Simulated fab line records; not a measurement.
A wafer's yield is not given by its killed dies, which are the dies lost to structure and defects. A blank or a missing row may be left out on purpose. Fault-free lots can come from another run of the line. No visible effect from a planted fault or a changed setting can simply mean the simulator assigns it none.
Commonality check across tools :: flow berkeley_cmos170 :: Sample size 14 lots and 42 wafers

WHY IT WAS OPENED
2 of 14 lots carry a flag on the reading PWELL_OXIDE_THK at UCB170_PWELL_THK_MEAS_03. No-fault wafers: 26.3 nm, standard deviation 0.44.
Rule: a lot is flagged when every wafer of it that has a number lies more than 4 standard deviations from that mean, or none has a number. All remaining lots are regarded as sound.

lot: L262
measured: day 2 18:53
on: film_metro-01
PWELL_OXIDE_THK (nm), wafer by wafer: 26.5 25.8 26.4
flag: 

lot: L264
measured: day 3 07:55
on: film_metro-03
PWELL_OXIDE_THK (nm), wafer by wafer: 26.8 27.0 27.3
flag: 

lot: L266
measured: day 3 14:55
on: film_metro-02
PWELL_OXIDE_THK (nm), wafer by wafer: 26.5 26.5 27.1
flag: 

lot: L265
measured: day 3 14:56
on: film_metro-03
PWELL_OXIDE_THK (nm), wafer by wafer: 26.5 26.3 26.3
flag: 

lot: L267
measured: day 3 22:10
on: film_metro-03
PWELL_OXIDE_THK (nm), wafer by wafer: 26.3 26.0 26.1
flag: 

lot: L269
measured: day 4 05:55
on: film_metro-02
PWELL_OXIDE_THK (nm), wafer by wafer: 26.1 26.5 26.3
flag: 

lot: L270
measured: day 4 15:51
on: film_metro-01
PWELL_OXIDE_THK (nm), wafer by wafer: 26.3 26.0 26.2
flag: 

lot: L271
measured: day 5 04:33
on: film_metro-01
PWELL_OXIDE_THK (nm), wafer by wafer: 39.1 38.9 38.8
flag: FLAGGED

lot: L274
measured: day 5 12:40
on: film_metro-01
PWELL_OXIDE_THK (nm), wafer by wafer: 26.5 27.2 26.7
flag: 

lot: L273
measured: day 5 15:31
on: film_metro-02
PWELL_OXIDE_THK (nm), wafer by wafer: 38.7 39.1 38.4
flag: FLAGGED

lot: L282
measured: day 7 06:59
on: film_metro-01
PWELL_OXIDE_THK (nm), wafer by wafer: 26.4 26.8 26.7
flag: 

lot: L283
measured: day 7 12:48
on: film_metro-02
PWELL_OXIDE_THK (nm), wafer by wafer: 26.4 26.3 26.4
flag: 

lot: L284
measured: day 7 12:49
on: film_metro-01
PWELL_OXIDE_THK (nm), wafer by wafer: 26.0 26.0 26.2
flag: 

lot: L285
measured: day 7 23:08
on: film_metro-01
PWELL_OXIDE_THK (nm), wafer by wafer: 26.5 26.5 27.0
flag: 
On average the flagged lots' numbers are 38.8 nm, which is +12.5 nm against the usual, or +28 standard deviations.

TOOL THAT RAN EACH LOT
The record holds 1 process step before the reading, out of a route of 331 steps. Every cell lists first the tool, next ch and the chambers used by the sampled wafers, and last the start.
lot: L262
flag: 
UCB170_PWELL_OXIDATION_02: furnace-04 ch 0, day 2 17:31

lot: L264
flag: 
UCB170_PWELL_OXIDATION_02: furnace-01 ch 0, day 3 06:34

lot: L266
flag: 
UCB170_PWELL_OXIDATION_02: furnace-04 ch 0, day 3 13:34

lot: L265
flag: 
UCB170_PWELL_OXIDATION_02: furnace-04 ch 0, day 3 13:34

lot: L267
flag: 
UCB170_PWELL_OXIDATION_02: furnace-02 ch 0, day 3 20:49

lot: L269
flag: 
UCB170_PWELL_OXIDATION_02: furnace-04 ch 0, day 4 04:34

lot: L270
flag: 
UCB170_PWELL_OXIDATION_02: furnace-01 ch 0, day 4 14:29

lot: L271
flag: FLAGGED
UCB170_PWELL_OXIDATION_02: furnace-02 ch 0, day 5 00:07

lot: L274
flag: 
UCB170_PWELL_OXIDATION_02: furnace-02 ch 0, day 5 11:19

lot: L273
flag: FLAGGED
UCB170_PWELL_OXIDATION_02: furnace-02 ch 0, day 5 11:19

lot: L282
flag: 
UCB170_PWELL_OXIDATION_02: furnace-04 ch 0, day 7 05:38

lot: L283
flag: 
UCB170_PWELL_OXIDATION_02: furnace-02 ch 0, day 7 11:27

lot: L284
flag: 
UCB170_PWELL_OXIDATION_02: furnace-02 ch 0, day 7 11:27

lot: L285
flag: 
UCB170_PWELL_OXIDATION_02: furnace-01 ch 0, day 7 21:47
These steps, and what they do:
- UCB170_PWELL_OXIDATION_02: target thk 26.4 nm, ox time 1260 s.
- UCB170_PWELL_THK_MEAS_03

FLAGGED OVER TOTAL, TOOL BY TOOL (the gauges that took the reading come last)
step: UCB170_PWELL_OXIDATION_02
tool: furnace-01
lots run: 3
flagged: 0
share of the flagged lots: none
sound lots run after its first flagged lot: -

step: UCB170_PWELL_OXIDATION_02
tool: furnace-02
lots run: 6
flagged: 2
share of the flagged lots: all
sound lots run after its first flagged lot: 3 (L274,L283,L284)

step: UCB170_PWELL_OXIDATION_02
tool: furnace-04
lots run: 5
flagged: 0
share of the flagged lots: none
sound lots run after its first flagged lot: -

step: UCB170_PWELL_THK_MEAS_03
tool: film_metro-01
lots run: 7
flagged: 1
share of the flagged lots: some
sound lots run after its first flagged lot: 4 (L274,L282,L284,L285)

step: UCB170_PWELL_THK_MEAS_03
tool: film_metro-02
lots run: 4
flagged: 1
share of the flagged lots: some
sound lots run after its first flagged lot: 1 (L283)

step: UCB170_PWELL_THK_MEAS_03
tool: film_metro-03
lots run: 3
flagged: 0
share of the flagged lots: none
sound lots run after its first flagged lot: -

THE TABLE: WHAT IT ALLOWS
In the table, 1 row covers all flagged lots: furnace-02 at UCB170_PWELL_OXIDATION_02.
- furnace-02 at UCB170_PWELL_OXIDATION_02 ran 6 lots, 2 of them flagged. After the first flagged lot (L274, L283, L284), sound lots still ran on it; a lasting fault on the whole tool would not permit that.
No row of the table ran every flagged lot and no sound lot after the first.

WHAT WAS PUT IN BY THE SIMULATOR
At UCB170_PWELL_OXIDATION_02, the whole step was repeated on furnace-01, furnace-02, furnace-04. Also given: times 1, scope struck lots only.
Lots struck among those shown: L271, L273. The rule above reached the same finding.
